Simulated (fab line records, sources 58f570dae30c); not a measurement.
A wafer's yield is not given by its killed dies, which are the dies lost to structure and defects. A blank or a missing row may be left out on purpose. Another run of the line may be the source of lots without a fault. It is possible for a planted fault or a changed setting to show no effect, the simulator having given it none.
fab line records    flow berkeley-cmos170    part 1 of 2: steps 1 to 27 of 40
record lots=5  wafers=15  last-day=11
route steps=331 shown M1@245 V1@254 M2@271
lots with no fault: from the same line, run without faults
start-h: start of the lot's first displayed wafer, in hours after the record's first day    wait-h: hours from the lot's prior step to this one    " as in the row above    L1.1+2: a single row standing in for several wafers    - value missing, or start not given    * or withheld: withheld    < > ~ a bound
route shown NAME@n: NAME is a module with steps in the file, n the number in the route of the first one    usual: average and standard deviation across the fault-free wafers    same: alike in all rows    chamber/n: place in a boat    sites: the reading at each site    _std_site: how widely they spread, as a standard deviation    _edge_site: outer sites' mean less inner sites'    radius-mm: for every site, how far away it sits from the centre of the wafer    mask NAME#n: copy n    behind: the most recent tool/chamber to have shaped the wafer    hold: cause of the lot's hold/its duration in hours/its outcome    device: transistor that didn't switch, given as n, p or np    end of line: tests of these same wafers at the route's end    a step with no rows: only its recipe    killed: not the wafer's yield, but the dies lost to structure and defects at the first sort    map: dies across one wafer; x = killed, . = not, _ = none there
set.NAME: setting as actually run; set.NAME@STEP: the setting as run at that earlier step    model.NAME: the simulator's own value behind a step, which no gauge read
a table for each step, a row for each wafer; lots at some steps of the route
services: from which hour (start-h, from the record's first day; less than 0 if before it) a tool's chamber was out of use, for how many hours, and why
## steps
# step UCB170_M1_PEB_07
# recipe peb-temp-c=130  peb-time-s=withheld  resist=KrF
lot.wafer   tool            chamber  start-h  wait-h
L075.1+3+6  litho-track-02  0        181.28   0.6
L077.1+2+6  litho-track-03  0        183.20   0.5
L081.3+4+5  litho-track-02  0        201.71   0.3
L082.2+4+6  litho-track-02  0        202.51   0.1
L090.2+3+6  litho-track-03  0        244.73   0.3
# step UCB170_M1_DEVELOP_08
# recipe developer=TMAH  develop-time-s=45  resist=KrF  dev-temp-c=21
lot.wafer   tool            chamber  start-h  wait-h
L075.1+3+6  litho-track-02  0        -        -
L077.1+2+6  litho-track-03  0        -        -
L081.3+4+5  litho-track-02  0        -        -
L082.2+4+6  litho-track-02  0        -        -
L090.2+3+6  litho-track-03  0        -        -
# step UCB170_M1_CD_MEAS_09
# recipe target-cd-nm=700
# usual cd-nm=700.4/1.1
lot.wafer  tool       chamber  start-h  wait-h  cd-nm
L075.1     cd-sem-02  -        181.56   -       701.9
L075.3     "          -        "        "       701.0
L075.6     "          -        "        "       701.9
L077.1     cd-sem-01  -        183.47   -       699.9
L077.2     "          -        "        "       699.3
L077.6     "          -        "        "       699.1
L081.3     cd-sem-01  -        201.97   -       701.3
L081.4     "          -        "        "       701.4
L081.5     "          -        "        "       700.9
L082.2     cd-sem-01  -        202.78   -       700.1
L082.4     "          -        "        "       699.4
L082.6     "          -        "        "       701.1
L090.2     cd-sem-02  -        245.00   -       699.9
L090.3     "          -        "        "       699.4
L090.6     "          -        "        "       699.2
# step UCB170_M1_OVL_MEAS_10
# usual M1_OVL=-4/4.3
lot.wafer  tool        chamber  start-h  wait-h  M1_OVL[nm]
L075.1     overlay-02  -        181.68   0.1     -2
L075.3     "           -        "        "       -3
L075.6     "           -        "        "       -6
L077.1     overlay-01  -        183.59   0.1     2
L077.2     "           -        "        "       1
L077.6     "           -        "        "       1
L081.3     overlay-01  -        202.07   0.1     -14
L081.4     "           -        "        "       -8
L081.5     "           -        "        "       -9
L082.2     overlay-01  -        202.89   0.1     -4
L082.4     "           -        "        "       -4
L082.6     "           -        "        "       -10
L090.2     overlay-01  -        245.11   0.1     -11
L090.3     "           -        "        "       -9
L090.6     "           -        "        "       -8
# step UCB170_M1_ETCH_11
# recipe chemistry=N2/H2  target-depth-a=withheld  overetch-a=withheld  target=BARC  time-s=withheld  source-w=500  bias-w=100  pressure-mtorr=30  n2-flow-sccm=100  h2-flow-sccm=200
# usual drypump-motor-current-A=5.5/0.31  oes-product-au=0.998/0.022  throttle-valve-pct=13.37/0.14
lot.wafer  tool         chamber  start-h  wait-h  drypump-motor-current-A  oes-product-au  throttle-valve-pct
L075.1     rie-diel-04  2        181.71   0.0     5.1                      1.020           13.23
L075.3     "            1        "        "       5.7                      0.958           13.35
L075.6     "            2        "        "       5.1                      1.024           13.22
L077.1     rie-diel-03  3        183.63   0.0     5.0                      0.969           13.47
L077.2     "            2        "        "       5.4                      0.992           13.20
L077.6     "            1        "        "       5.8                      0.965           13.51
L081.3     rie-diel-03  3        202.09   0.0     5.0                      0.979           13.49
L081.4     "            2        "        "       5.4                      1.017           13.22
L081.5     "            2        "        "       5.4                      1.021           13.21
L082.2     rie-diel-04  1        202.92   0.0     5.7                      0.974           13.36
L082.4     "            3        "        "       5.3                      1.007           13.28
L082.6     "            2        "        "       5.1                      1.019           13.21
L090.2     rie-diel-04  3        245.14   0.0     5.4                      1.010           13.30
L090.3     "            0        "        "       5.5                      1.023           13.58
L090.6     "            3        "        "       5.3                      1.002           13.30
# step UCB170_M1_METAL_ETCH_12
# recipe chemistry=Cl2/BCl3  target=Al  stop-on=PSG  pressure-mtorr=12  target-depth-a=7800  over-etch-frac=0.3  time-s=130  icp-w=600  bias-w=120  Cl2_flow_sccm=90  bcl3-flow-sccm=45
# usual drypump-motor-current-A=5.7/0.38  he-backside-leak-sccm=3.40/0.21  oes-product-au=0.849/0.013  throttle-valve-pct=24.28/0.24
lot.wafer  tool          chamber  start-h  wait-h  drypump-motor-current-A  he-backside-leak-sccm  oes-product-au  rf-hours-counter-h  throttle-valve-pct
L075.1     rie-metal-04  0        181.75   -       5.8                      3.13                   0.845           11                  24.67
L075.3     "             1        "        "       5.5                      3.48                   0.868           -                   24.41
L075.6     "             1        "        "       5.5                      3.31                   0.863           -                   24.42
L077.1     rie-metal-01  0        183.67   -       5.2                      4.47                   0.855           1                   23.93
L077.2     "             1        "        "       5.8                      3.44                   0.836           4                   24.43
L077.6     "             1        "        "       5.8                      3.53                   0.843           -                   24.43
L081.3     rie-metal-03  1        202.18   -       6.0                      3.25                   0.855           -                   24.09
L081.4     "             0        "        "       6.3                      3.69                   0.833           -                   24.31
L081.5     "             1        "        "       6.0                      3.22                   0.854           -                   24.06
L082.2     rie-metal-04  0        202.96   -       5.8                      3.06                   0.860           11                  24.66
L082.4     "             1        "        "       5.5                      3.51                   0.864           -                   24.42
L082.6     "             0        "        "       5.8                      3.12                   0.855           -                   24.68
L090.2     rie-metal-03  1        245.18   -       6.0                      3.31                   0.861           12                  24.07
L090.3     "             1        "        "       6.0                      3.23                   0.858           -                   24.07
L090.6     "             1        "        "       6.0                      3.24                   0.856           -                   24.07
# step UCB170_M1_STRIP_13
# recipe chemistry=O2  power-w=400  pressure-mtorr=3500  platen-temp-c=withheld  o2-flow-sccm=400  overash-fraction=0.5
# usual drypump-motor-current-A=5.69/0.26  oes-product-au=0.720/0.0047
lot.wafer  tool             chamber  start-h  wait-h  drypump-motor-current-A  oes-product-au  rf-hours-counter-h
L075.1     plasma-asher-01  1        181.89   0.1     5.49                     0.721           49
L075.3     "                0        "        "       5.85                     0.720           -
L075.6     "                0        "        "       5.85                     0.717           -
L077.1     plasma-asher-01  1        183.80   0.1     5.50                     0.721           50
L077.2     "                0        "        "       5.90                     0.714           50
L077.6     "                0        "        "       5.89                     0.726           -
L081.3     plasma-asher-03  0        202.30   0.1     5.46                     0.713           -
L081.4     "                1        "        "       5.65                     0.719           -
L081.5     "                1        "        "       5.63                     0.729           -
L082.2     plasma-asher-01  0        203.09   0.1     5.87                     0.714           52
L082.4     "                0        "        "       5.85                     0.717           -
L082.6     "                1        "        "       5.49                     0.730           -
L090.2     plasma-asher-01  0        245.31   0.1     5.89                     0.722           57
L090.3     "                1        "        "       5.49                     0.717           -
L090.6     "                1        "        "       5.48                     0.725           -
# step UCB170_M1_CD_MEAS_90
# recipe target-cd-nm=700
# usual cd-nm=699.9/2.4
lot.wafer  tool       chamber  start-h  wait-h  cd-nm
L075.1     cd-sem-01  -        181.99   0.1     703.7
L075.3     "          -        "        "       703.8
L075.6     "          -        "        "       705.1
L077.1     cd-sem-02  -        183.90   0.1     698.2
L077.2     "          -        "        "       700.8
L077.6     "          -        "        "       703.0
L081.3     cd-sem-02  -        202.41   0.1     702.3
L081.4     "          -        "        "       699.8
L081.5     "          -        "        "       700.8
L082.2     cd-sem-01  -        203.21   0.1     699.9
L082.4     "          -        "        "       700.9
L082.6     "          -        "        "       703.6
L090.2     cd-sem-01  -        245.43   0.1     696.2
L090.3     "          -        "        "       693.7
L090.6     "          -        "        "       694.7
# step UCB170_M1_ANNEAL_14
# recipe temp-c=400  time-s=1200  ambient=forming-gas
# usual zone-power-load-pct=6.06/0.058
lot.wafer  tool        chamber  start-h  wait-h  zone-power-load-pct
L075.1     furnace-03  0        182.14   0.1     6.18
L075.3     "           0        "        "       6.05
L075.6     "           0        "        "       6.13
L077.1     furnace-03  0        184.80   0.9     6.12
L077.2     "           0        "        "       6.10
L077.6     "           0        "        "       6.03
L081.3     furnace-03  0        202.49   0.1     6.10
L081.4     "           0        "        "       5.97
L081.5     "           0        "        "       6.13
L082.2     furnace-03  0        203.82   0.6     5.98
L082.4     "           0        "        "       6.05
L082.6     "           0        "        "       6.08
L090.2     furnace-03  0        245.53   0.1     6.05
L090.3     "           0        "        "       5.99
L090.6     "           0        "        "       6.10
# step UCB170_V1_CVD_00
# recipe material=SiO2  target-thk-nm=2000  temp-c=390  precursor=TEOS/O2  time-s=250  rf-w=550  pressure-mtorr=9000
# usual heater-power-w=258/55
lot.wafer  tool      chamber  start-h  wait-h  heater-power-w
L075.1     pecvd-04  2        183.47   0.0     296
L075.3     "         1        "        "       264
L075.6     "         2        "        "       213
L077.1     pecvd-02  1        186.14   0.0     244
L077.2     "         0        "        "       167
L077.6     "         0        "        "       232
L081.3     pecvd-02  0        203.82   0.0     203
L081.4     "         1        "        "       273
L081.5     "         0        "        "       157
L082.2     pecvd-04  2        205.15   0.0     255
L082.4     "         0        "        "       223
L082.6     "         1        "        "       297
L090.2     pecvd-01  0        246.87   0.0     314
L090.3     "         2        "        "       223
L090.6     "         0        "        "       217
# step UCB170_V1_THK_MEAS_01
# recipe reads=SiO2_of_V1_CVD_00
# usual V1_TEOS_THK=1993/28
lot.wafer  tool           chamber  start-h  wait-h  V1_TEOS_THK[nm]
L075.1     film-metro-01  -        183.62   0.1     1964
L075.3     "              -        "        "       1934
L075.6     "              -        "        "       2009
L077.1     film-metro-03  -        186.29   0.1     1975
L077.2     "              -        "        "       1980
L077.6     "              -        "        "       1990
L081.3     film-metro-01  -        203.99   0.1     1993
L081.4     "              -        "        "       2009
L081.5     "              -        "        "       1992
L082.2     film-metro-03  -        205.32   0.1     1973
L082.4     "              -        "        "       2017
L082.6     "              -        "        "       1992
L090.2     film-metro-01  -        247.03   0.1     2018
L090.3     "              -        "        "       1982
L090.6     "              -        "        "       2034
# step UCB170_V1_CMP_02
# recipe material=SiO2  down-force-psi=6  platen-rpm=60  pad-velocity-m-s=0.75398
# usual edge-zone-pressure-frac=1.001/0.0047  motor-current-A=16.2/1.3  retaining-ring-pressure-frac=1.000/0.0047
lot.wafer  tool    chamber  start-h  wait-h  edge-zone-pressure-frac  motor-current-A  retaining-ring-pressure-frac
L075.1     cmp-02  2        183.68   0.1     0.995                    16.7             1.002
L075.3     "       1        "        "       1.006                    16.3             0.999
L075.6     "       2        "        "       1.005                    17.1             0.999
L077.1     cmp-02  0        186.35   0.1     1.007                    16.6             1.002
L077.2     "       1        "        "       0.991                    16.6             0.992
L077.6     "       1        "        "       0.998                    16.6             0.997
L081.4     cmp-02  3        204.13   0.1     0.998                    17.7             1.002
L081.3     "       0        "        "       1.006                    17.1             0.997
L081.5     "       2        "        "       0.993                    16.7             0.996
L082.4     cmp-02  2        205.42   0.1     0.999                    16.8             1.002
L082.2     "       3        "        "       1.000                    17.1             1.003
L082.6     "       2        "        "       0.995                    16.8             1.000
L090.2     cmp-02  3        247.08   0.0     1.005                    18.5             0.997
L090.3     "       1        "        "       1.003                    17.2             1.009
L090.6     "       3        "        "       1.001                    16.9             1.001
# step UCB170_V1_BOW_MEAS_03
# recipe mode=bow
# usual V1_BOW=19/6.8
lot.wafer  tool           chamber  start-h  wait-h  V1_BOW[um]
L075.1     film-metro-03  -        183.98   0.2     23
L075.3     "              -        "        "       18
L075.6     "              -        "        "       27
L077.1     film-metro-03  -        186.65   0.2     26
L077.2     "              -        "        "       7
L077.6     "              -        "        "       19
L081.3     film-metro-01  -        204.37   0.1     27
L081.4     "              -        "        "       19
L081.5     "              -        "        "       27
L082.2     film-metro-04  -        205.69   0.2     18
L082.4     "              -        "        "       14
L082.6     "              -        "        "       20
L090.2     film-metro-04  -        247.40   0.3     4
L090.3     "              -        "        "       21
L090.6     "              -        "        "       14
# step UCB170_V1_THK_MEAS_04
# recipe reads=SiO2_of_V1_CVD_00
# usual V1_POLISHED_THK=999.9/0.96
lot.wafer  tool           chamber  start-h  wait-h  V1_POLISHED_THK[nm]
L075.1     film-metro-03  -        184.10   0.1     997.4
L075.3     "              -        "        "       1000.0
L075.6     "              -        "        "       1000.4
L077.1     film-metro-03  -        186.77   0.1     999.9
L077.2     "              -        "        "       1000.8
L077.6     "              -        "        "       1001.6
L081.3     film-metro-01  -        204.47   0.1     1000.4
L081.4     "              -        "        "       999.6
L081.5     "              -        "        "       999.1
L082.2     film-metro-04  -        205.80   0.1     1000.6
L082.4     "              -        "        "       1000.9
L082.6     "              -        "        "       999.9
L090.2     film-metro-04  -        247.51   0.1     1000.1
L090.3     "              -        "        "       999.7
L090.6     "              -        "        "       998.7
# step UCB170_V1_CLEAN_05
# recipe chemistry=DIW
lot.wafer   tool          chamber  start-h  wait-h
L075.1+3+6  wet-bench-04  2        186.51   2.4
L077.1+2+6  wet-bench-04  3        187.15   0.4
L081.3+4+5  wet-bench-01  3        204.61   0.1
L082.2+4+6  wet-bench-04  3        208.26   2.5
L090.2+3+6  wet-bench-01  1        247.56   0.0
# step UCB170_V1_HMDS_06
# recipe prime-time-s=60  prime-temp-c=100
# same prime-time-s=60
lot.wafer   tool            chamber  start-h  wait-h
L075.1+3+6  litho-track-04  0        186.68   0.0
L077.1+2+6  litho-track-02  0        187.78   0.4
L081.3+4+5  litho-track-02  0        204.83   0.1
L082.2+4+6  litho-track-04  0        208.82   0.4
L090.2+3+6  litho-track-03  0        247.81   0.1
# step UCB170_V1_COAT_07
# recipe resist=KrF  spin-rpm=1500  resist-thk-nm=900
lot.wafer   tool            chamber  start-h  wait-h
L075.1+3+6  litho-track-04  0        186.83   0.1
L077.1+2+6  litho-track-02  0        187.93   0.1
L081.3+4+5  litho-track-02  0        204.98   0.1
L082.2+4+6  litho-track-04  0        208.97   0.1
L090.2+3+6  litho-track-03  0        247.96   0.1
# step UCB170_V1_SOFTBAKE_08
# recipe resist=KrF  temp-c=130  time-s=60
lot.wafer   tool            chamber  start-h  wait-h
L075.1+3+6  litho-track-04  0        186.98   0.1
L077.1+2+6  litho-track-02  0        188.08   0.1
L081.3+4+5  litho-track-02  0        205.13   0.1
L082.2+4+6  litho-track-04  0        209.12   0.1
L090.2+3+6  litho-track-03  0        248.11   0.1
# step UCB170_V1_EXPOSE_09
# recipe mask-id=VIA1  target-cd-nm=700  na=0.5  sigma-outer=0.6  source-shape=conventional  dose-mj=37
# usual focus-offset-nm=0.1/0.52  stage-vel-mm-s=500.01/0.25
# same na=0.5  sigma-outer=0.6
lot.wafer  tool            chamber  start-h  wait-h  mask    focus-offset-nm  stage-vel-mm-s
L075.1     krf-scanner-02  0        187.37   0.4     VIA1#0  0.0              500.03
L075.3     "               0        "        "       VIA1#0  -0.2             500.14
L075.6     "               0        "        "       VIA1#0  0.2              499.76
L077.1     krf-scanner-02  0        188.35   0.2     VIA1#0  0.8              500.31
L077.2     "               0        "        "       VIA1#0  0.6              499.96
L077.6     "               0        "        "       VIA1#0  0.4              499.98
L081.3     krf-scanner-02  0        205.27   0.1     VIA1#0  -0.3             500.00
L081.4     "               0        "        "       VIA1#0  0.5              499.76
L081.5     "               0        "        "       VIA1#0  0.9              500.38
L082.2     krf-scanner-02  0        209.26   0.1     VIA1#0  -0.4             499.72
L082.4     "               0        "        "       VIA1#0  -0.5             499.76
L082.6     "               0        "        "       VIA1#0  0.0              499.99
L090.2     krf-scanner-02  0        248.25   0.1     VIA1#0  0.2              500.22
L090.3     "               0        "        "       VIA1#0  -0.4             500.05
L090.6     "               0        "        "       VIA1#0  0.1              500.17
# step UCB170_V1_PEB_10
# recipe peb-temp-c=130  peb-time-s=withheld  resist=KrF
lot.wafer   tool            chamber  start-h  wait-h
L075.1+3+6  litho-track-03  0        187.86   0.5
L077.1+2+6  litho-track-03  0        188.47   0.1
L081.3+4+5  litho-track-03  0        205.40   0.1
L082.2+4+6  litho-track-02  0        210.17   0.9
L090.2+3+6  litho-track-04  0        248.68   0.4
# step UCB170_V1_DEVELOP_11
# recipe developer=TMAH  develop-time-s=45  resist=KrF  dev-temp-c=21
lot.wafer   tool            chamber  start-h  wait-h
L075.1+3+6  litho-track-03  0        -        -
L077.1+2+6  litho-track-03  0        -        -
L081.3+4+5  litho-track-03  0        -        -
L082.2+4+6  litho-track-02  0        -        -
L090.2+3+6  litho-track-04  0        -        -
# step UCB170_V1_CD_MEAS_12
# recipe target-cd-nm=700
# usual cd-nm=700.0/1.3
lot.wafer  tool       chamber  start-h  wait-h  cd-nm
L075.1     cd-sem-01  -        188.13   -       700.6
L075.3     "          -        "        "       699.6
L075.6     "          -        "        "       700.3
L077.1     cd-sem-02  -        188.74   -       702.0
L077.2     "          -        "        "       701.0
L077.6     "          -        "        "       700.6
L081.3     cd-sem-02  -        205.66   -       699.3
L081.4     "          -        "        "       700.1
L081.5     "          -        "        "       699.6
L082.2     cd-sem-01  -        210.44   -       697.5
L082.4     "          -        "        "       698.0
L082.6     "          -        "        "       700.0
L090.2     cd-sem-01  -        248.95   -       701.0
L090.3     "          -        "        "       700.8
L090.6     "          -        "        "       699.9
# step UCB170_V1_OVL_MEAS_13
# usual V1_OVL=2/5.7
lot.wafer  tool        chamber  start-h  wait-h  V1_OVL[nm]
L075.1     overlay-01  -        188.25   0.1     7
L075.3     "           -        "        "       3
L075.6     "           -        "        "       6
L077.1     overlay-01  -        188.86   0.1     -1
L077.2     "           -        "        "       4
L077.6     "           -        "        "       3
L081.3     overlay-02  -        205.75   0.1     -2
L081.4     "           -        "        "       8
L081.5     "           -        "        "       5
L082.2     overlay-01  -        210.55   0.1     8
L082.4     "           -        "        "       -3
L082.6     "           -        "        "       2
L090.2     overlay-02  -        249.06   0.1     -4
L090.3     "           -        "        "       -4
L090.6     "           -        "        "       6
# step UCB170_V1_ETCH_14
# recipe chemistry=CHF3/CF4/Ar  target=SiO2  stop-on=Al  CHF3_flow_sccm=45  cf4-flow-sccm=15  Ar_flow_sccm=150  pressure-mtorr=200  rf-w=707.2  target-depth-a=12500  over-etch-frac=0.25  time-s=291
# usual drypump-motor-current-A=5.49/0.23  oes-product-au=0.868/0.015  throttle-valve-pct=6.98/0.076
lot.wafer  tool         chamber  start-h  wait-h  drypump-motor-current-A  oes-product-au  rf-hours-counter-h  throttle-valve-pct
L075.1     rie-diel-02  1        188.29   0.0     5.47                     0.853           139                 6.94
L075.3     "            0        "        "       5.64                     0.851           123                 6.96
L075.6     "            2        "        "       5.22                     0.846           -                   7.06
L077.1     rie-diel-04  1        188.90   0.0     5.67                     0.863           16                  7.07
L077.2     "            3        "        "       5.34                     0.868           22                  6.92
L077.6     "            0        "        "       5.54                     0.897           -                   7.08
L081.3     rie-diel-01  3        205.78   0.0     5.86                     0.864           5                   7.10
L081.4     "            0        "        "       5.73                     0.900           68                  6.90
L081.5     "            3        "        "       5.86                     0.868           -                   7.11
L082.2     rie-diel-04  0        210.58   0.0     5.52                     0.887           126                 7.08
L082.4     "            1        "        "       5.70                     0.866           17                  7.07
L082.6     "            3        "        "       5.33                     0.864           -                   6.94
L090.2     rie-diel-01  3        249.09   0.0     5.85                     0.863           7                   7.10
L090.3     "            2        "        "       5.63                     0.848           76                  6.93
L090.6     "            0        "        "       5.71                     0.901           -                   6.88
# step UCB170_V1_STRIP_15
# recipe chemistry=O2  power-w=400  pressure-mtorr=3500  platen-temp-c=withheld  o2-flow-sccm=400  overash-fraction=0.5
# usual drypump-motor-current-A=5.7/0.33  oes-product-au=0.722/0.0047  strip-time-to-endpoint-s=15.33/0.13
lot.wafer  tool             chamber  start-h  wait-h  drypump-motor-current-A  oes-product-au  rf-hours-counter-h  strip-time-to-endpoint-s
L075.1     plasma-asher-04  0        188.47   0.1     6.2                      0.728           41                  15.35
L075.3     "                1        "        "       5.5                      0.718           -                   15.32
L075.6     "                1        "        "       5.5                      0.726           -                   15.37
L077.1     plasma-asher-03  1        189.08   0.1     5.7                      0.719           44                  15.49
L077.2     "                0        "        "       5.5                      0.724           44                  15.39
L077.6     "                0        "        "       5.4                      0.723           -                   15.46
L081.3     plasma-asher-04  1        205.99   0.1     5.5                      0.724           -                   15.26
L081.4     "                0        "        "       6.2                      0.729           -                   15.50
L081.5     "                1        "        "       5.4                      0.721           -                   15.11
L082.2     plasma-asher-03  1        210.76   0.1     5.6                      0.715           47                  15.48
L082.4     "                0        "        "       5.4                      0.728           -                   15.56
L082.6     "                0        "        "       5.4                      0.723           -                   15.39
L090.2     plasma-asher-03  0        249.27   0.1     5.5                      0.726           52                  15.06
L090.3     "                1        "        "       5.6                      0.722           -                   15.29
L090.6     "                0        "        "       5.5                      0.719           -                   15.30
# step UCB170_V1_CD_MEAS_90
# recipe target-cd-nm=700
# usual cd-nm=700.3/1.4
lot.wafer  tool       chamber  start-h  wait-h  cd-nm
L075.1     cd-sem-01  -        188.57   0.1     700.4
L075.3     "          -        "        "       700.6
L075.6     "          -        "        "       700.7
L077.1     cd-sem-02  -        189.18   0.1     701.5
L077.2     "          -        "        "       701.8
L077.6     "          -        "        "       701.0
L081.3     cd-sem-02  -        206.10   0.1     700.1
L081.4     "          -        "        "       699.5
L081.5     "          -        "        "       700.9
L082.2     cd-sem-02  -        210.88   0.1     697.1
L082.4     "          -        "        "       697.4
L082.6     "          -        "        "       701.8
L090.2     cd-sem-01  -        249.39   0.1     701.7
L090.3     "          -        "        "       700.2
L090.6     "          -        "        "       699.8
# step UCB170_M2_PRE_CLEAN_00
# recipe gas=Ar  preclean-etch-time-s=60
lot.wafer   tool            chamber  start-h  wait-h
L075.1+3+6  pvd-sputter-02  -        188.69   0.1
L077.1+2+6  pvd-sputter-03  -        189.30   0.1
L081.3+4+5  pvd-sputter-03  -        206.18   0.1
L082.2+4+6  pvd-sputter-01  -        210.98   0.1
L090.2+3+6  pvd-sputter-03  -        249.49   0.1
